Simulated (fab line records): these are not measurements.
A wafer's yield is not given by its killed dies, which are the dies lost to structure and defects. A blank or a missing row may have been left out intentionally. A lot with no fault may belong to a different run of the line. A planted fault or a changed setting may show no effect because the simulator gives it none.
Split-lot study -- flow berkeley_cmos170 -- route with 331 steps; 5 lots, 23 wafers read

== ON THE SPLIT ==
At UCB170_PSD_PEB_04, the setting peb_temp_c was moved away from the recipe's 130 C on 8 of the 23 wafers read, by -2.3% to +2.0%. This setting was run at the recipe's value on the other wafers.

== SPLIT TO READING: what lies between them in the file, 1 step ==
- UCB170_PSD_DEVELOP_05: develop time 45 s

== THE READING ==
cd_nm (nm) at UCB170_PSD_CD_MEAS_06, where the cd target is 1200 nm. Typical for fault-free wafers on this fab line: 1199.6 nm, with standard deviation 1.4 nm.

wafer,"tool, chamber at the split","peb_temp_c as run, C",against the recipe,"cd_nm, nm",against lot-mates on the recipe
L074.1,"litho_track-01, 0",130,recipe,1198.3,-
L074.2,"litho_track-01, 0",132.6,+2.0%,1213.6,+16.0
L074.4,"litho_track-01, 0",132.6,+2.0%,1212.6,+15.0
L074.5,"litho_track-01, 0",130,recipe,1196.8,-
L074.6,"litho_track-01, 0",132.6,+2.0%,1214.3,+16.8
L076.1,"litho_track-04, 0",130,recipe,1199.9,-
L076.2,"litho_track-04, 0",128,-1.5%,1187.4,-13.4
L076.3,"litho_track-04, 0",130,recipe,1201.7,-
L076.4,"litho_track-04, 0",130,recipe,1200.7,-
L076.5,"litho_track-04, 0",128,-1.5%,1186.3,-14.5
L079.1,"litho_track-02, 0",127,-2.3%,1176.1,-23.0
L079.3,"litho_track-02, 0",130,recipe,1199.0,-
L079.4,"litho_track-02, 0",127,-2.3%,1176.5,-22.5
L079.5,"litho_track-02, 0",130,recipe,1199.1,-
L079.6,"litho_track-02, 0",127,-2.3%,1176.0,-23.0
L083.1,"litho_track-02, 0",130,recipe,1200.0,-
L083.3,"litho_track-02, 0",130,recipe,1200.3,-
L083.4,"litho_track-02, 0",130,recipe,1199.6,-
L083.5,"litho_track-02, 0",130,recipe,1200.7,-
L083.6,"litho_track-02, 0",130,recipe,1199.5,-
L081.1,"litho_track-04, 0",130,recipe,1197.4,-
L081.4,"litho_track-04, 0",130,recipe,1198.1,-
L081.6,"litho_track-04, 0",130,recipe,1196.9,-

THE FIT
A straight line over all 23 wafers: cd_nm changes by +8.56 nm for each +1% of peb_temp_c; r = +0.98; the points scatter about the line by 1.9 nm.
The same after taking each lot's own level away (the mean of its wafers on the recipe; 23 wafers): +9 nm for each +1%; r = +1.00; scatter 1.1 nm.
That fit puts the effect of the largest move of peb_temp_c on the reading at 21 nm.
Across the lots, their own levels run from 1197.47 to 1200.77 nm, a range of 2.4 times the standard deviation given above.
The two slopes agree, so the slope changes little with the lot-to-lot level.
Check: with one of the wafers moved furthest among these (-2.3%) left out of the fit, the line predicts -21 nm for it against its lot-mates. It came out at -23 nm against them.

== ADDITIONAL SPLITS CARRIED BY THESE WAFERS ==
Note: prior to the reading, these wafers also went through further splits. Each is held against what the fit with the lots' levels taken away leaves over:
other split on the same wafers,wafers away from the commonest value,r with cd_nm (lot level and that fit taken away)
UCB170_PVT_EXPOSE_03 dose_mj,7,-0.31
UCB170_GATE_OXIDATION_01 ox_time_s,18,-0.03

== THE FILE'S OWN FIT ==
cd_nm changes by +9.06 nm for each +1% of peb_temp_c, r = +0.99.
